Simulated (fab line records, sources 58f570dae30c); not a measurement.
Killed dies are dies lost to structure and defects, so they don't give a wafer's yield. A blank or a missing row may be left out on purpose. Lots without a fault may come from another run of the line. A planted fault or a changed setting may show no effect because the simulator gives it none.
Which tool did it? | flow berkeley_cmos170 | 14 lots, 42 wafers sampled, at 1 step of a route of 331

WHAT THE GAUGES READ, wafer by wafer
UCB170_WELLDRIVE_THK_MEAS_02.
lot  | measured    | on            | WELLDRIVE_OXIDE_THK (nm)
L709 | day 3 18:55 | film_metro-03 | 201 198 200
L712 | day 4 05:45 | film_metro-03 | 198 195 199
L713 | day 4 05:45 | film_metro-04 | 198 198 196
L714 | day 4 18:52 | film_metro-01 | 203 205 205
L715 | day 5 00:01 | film_metro-01 | 198 197 202
L717 | day 5 06:43 | film_metro-01 | 194 194 194
L716 | day 5 06:44 | film_metro-04 | 192 195 190
L718 | day 5 14:53 | film_metro-04 | 205 200 202
L719 | day 5 22:34 | film_metro-01 | 201 202 202
L726 | day 7 08:59 | film_metro-03 | 200 199 197
L727 | day 7 18:15 | film_metro-04 | 198 195 195
L729 | day 8 05:29 | film_metro-03 | 193 199 197
L730 | day 8 10:27 | film_metro-03 | 193 195 193
L731 | day 8 19:41 | film_metro-04 | 197 194 197

WHICH TOOL RAN EACH LOT (tool, then ch and the chambers of the sampled wafers, then the start)
The record holds no process step before these readings.

WHAT THE TOOLS THEMSELVES READ (means of the sampled wafers that have a number; where no wafer has one, the mark that the record gives instead)
The record holds no such reading with a usual standard deviation.

THE ANSWER, worked out from the rows above alone
Rule: what is usual is taken from the lots themselves. Put in order of their means at a reading, lots are off if they are a third of the lots or fewer, leave a main group of 4 or more, and stand apart from it by a gap of 3 or more times the standard deviation of the main group's means; of several such gaps the widest counts. A main group whose means are all the same, to the digits that the tables above print for the reading, isn't used. A lot without any number at a reading at which 4 lots or more have one is off too. The other lots that the step has rows for count as sound. The gauges are gone through in route order, then the tools' own readings, and for those a lot's mean is taken as printed above. The first step at which some lot is off is used, and at that step the reading that is off furthest; a lot without a number counts as furthest.
No lot is off at any reading shown: from this, nothing can be told.

WHAT THE SIMULATOR HAD PUT IN
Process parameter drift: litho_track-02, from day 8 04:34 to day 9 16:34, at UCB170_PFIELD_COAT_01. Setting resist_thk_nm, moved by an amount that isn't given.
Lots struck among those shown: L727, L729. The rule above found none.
